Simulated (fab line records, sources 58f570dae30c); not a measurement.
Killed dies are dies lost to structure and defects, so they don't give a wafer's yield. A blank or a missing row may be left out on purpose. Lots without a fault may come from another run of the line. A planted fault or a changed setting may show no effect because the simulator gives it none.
fab line records | flow berkeley_cmos170
record lots=14 wafers=42 last_day=12
route steps=331 shown PLDD@154
lots that met no fault: from a run of the same line without faults
start_h: hours from the record's first day to the start of the lot's first wafer shown | wait_h: hours since the lot's step before | " the same as in the row above | L1.1+2: a row that stands for several wafers | - no value, or no start given | * or withheld: withheld | < > ~ a bound
route shown NAME@n: a module of which the file shows steps, and the number in the route of the first | usual: mean/standard deviation of fault-free wafers | same: alike in all rows | chamber/n: place in a boat | sites: the reading at each site | _std_site: their standard deviation | _edge_site: outer sites' mean less inner sites' | radius_mm: how far each site lies from the wafer's centre | mask NAME#n: copy n | behind: the tool/chamber that last shaped the wafer | hold: why the lot was held/for how many hours/how that ended | device: the transistor (n, p or np) that didn't switch | end of line: the same wafers' tests at the end of the route | a step without rows: its recipe alone | killed: dies lost to structure and defects at the first sort, not the wafer's yield | map: a wafer's dies, x killed, . not, _ none there
set.NAME: the setting as run; set.NAME@STEP: as run at that earlier step | model.NAME: the simulator's own value behind a step, which no gauge read
steps of the route over a sample of lots; a table a step, a row a wafer
services: from which hour (start_h, from the record's first day; less than 0 if before it) a tool's chamber was out of use, for how many hours, and why
## steps
# step UCB170_PLDD_IMPLANT_09
# recipe species=BF2 dose_cm2=5e+13 energy_kev=10 tilt_deg=7 rotation_deg=180
# usual dose_ions_cm2=5e+13/5.7e+10 faraday_current_uA=157/3.7 tilt_deg=7.001/0.022
# columns lot.wafer tool chamber start_h wait_h dose_ions_cm2 faraday_current_uA tilt_deg
L170.1 implanter-04 0 138.59 0.1 4.99e+13 155 6.987
L170.4 " 0 " " 4.994e+13 151 7.013
L170.5 " 0 " " 4.995e+13 158 6.981
L171.2 implanter-02 0 145.08 0.1 4.998e+13 154 7.024
L171.4 " 0 " " 5.006e+13 161 6.999
L171.5 " 0 " " 5.003e+13 160 7.035
L173.3 implanter-02 0 156.95 0.1 5.001e+13 157 6.997
L173.4 " 0 " " 5.004e+13 161 6.994
L173.5 " 0 " " 5.001e+13 159 6.984
L175.1 implanter-01 0 167.91 0.1 5e+13 161 6.973
L175.4 " 0 " " 4.997e+13 164 6.964
L175.5 " 0 " " 4.996e+13 160 6.978
L176.3 implanter-04 0 168.03 0.1 5.002e+13 156 7.011
L176.4 " 0 " " 4.995e+13 151 6.988
L176.6 " 0 " " 4.996e+13 157 6.979
L177.1 implanter-01 0 174.24 0.1 4.995e+13 157 6.981
L177.3 " 0 " " 4.991e+13 161 6.949
L177.4 " 0 " " 5.001e+13 162 6.994
L179.1 implanter-04 0 182.85 0.1 5.001e+13 151 7.003
L179.3 " 0 " " 5.007e+13 158 7.010
L179.5 " 0 " " 5.005e+13 154 6.987
L180.2 implanter-04 0 195.67 0.1 4.997e+13 155 6.401
L180.3 " 0 " " 5.006e+13 156 6.387
L180.5 " 0 " " 5.011e+13 155 6.369
L181.3 implanter-02 0 196.63 0.1 4.997e+13 158 7.009
L181.4 " 0 " " 4.994e+13 155 6.997
L181.5 " 0 " " 4.996e+13 157 6.976
L184.1 implanter-01 0 213.26 0.1 5.002e+13 166 7.000
L184.2 " 0 " " 5.005e+13 158 7.023
L184.3 " 0 " " 5e+13 161 7.010
L185.1 implanter-04 0 213.48 0.1 4.996e+13 155 6.426
L185.2 " 0 " " 4.992e+13 153 6.395
L185.4 " 0 " " 4.987e+13 149 6.414
L191.2 implanter-02 0 239.32 0.1 4.996e+13 157 6.995
L191.3 " 0 " " 4.995e+13 158 7.019
L191.4 " 0 " " 4.995e+13 160 6.991
L190.1 implanter-01 0 239.42 0.1 5.004e+13 154 6.956
L190.3 " 0 " " 5.003e+13 158 6.995
L190.5 " 0 " " 4.995e+13 154 6.974
L192.2 implanter-02 0 244.48 0.1 4.995e+13 160 6.952
L192.3 " 0 " " 4.994e+13 154 6.965
L192.6 " 0 " " 5.01e+13 156 6.977
## services
# columns tool chamber start_h hours kind
implanter-01 - 178.77 6.9 pm
implanter-02 - 190.49 5.1 pm
implanter-01 - 195.72 3.1 repair
implanter-04 - 203.18 1.4 repair
## key
first_sign step=UCB170_PLDD_IMPLANT_09 reading=tilt_deg direction=down sigmas=27 usual=7.001 struck=6.399
effect none on later readings
met_at UCB170_PLDD_IMPLANT_09
struck_lots L180,L185
tester_left_out L180,L185
onset_between 182.85 195.67
fault kind=process_parameter_drift tool=implanter-04 chamber=- onset_h=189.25 steps=UCB170_PLDD_IMPLANT_09 channel=tilt_deg offset=-0.59457 shape=step end_h=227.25 acts_in=these_recipes_only stated=7
# tester_left_out: of these lots the tester's yield and bins aren't shown, on N5 and GAA mostly nor the transistor test; their killed dies are dies lost to structure and defects alone, not to doping, threshold or leakage, so they don't give the yield
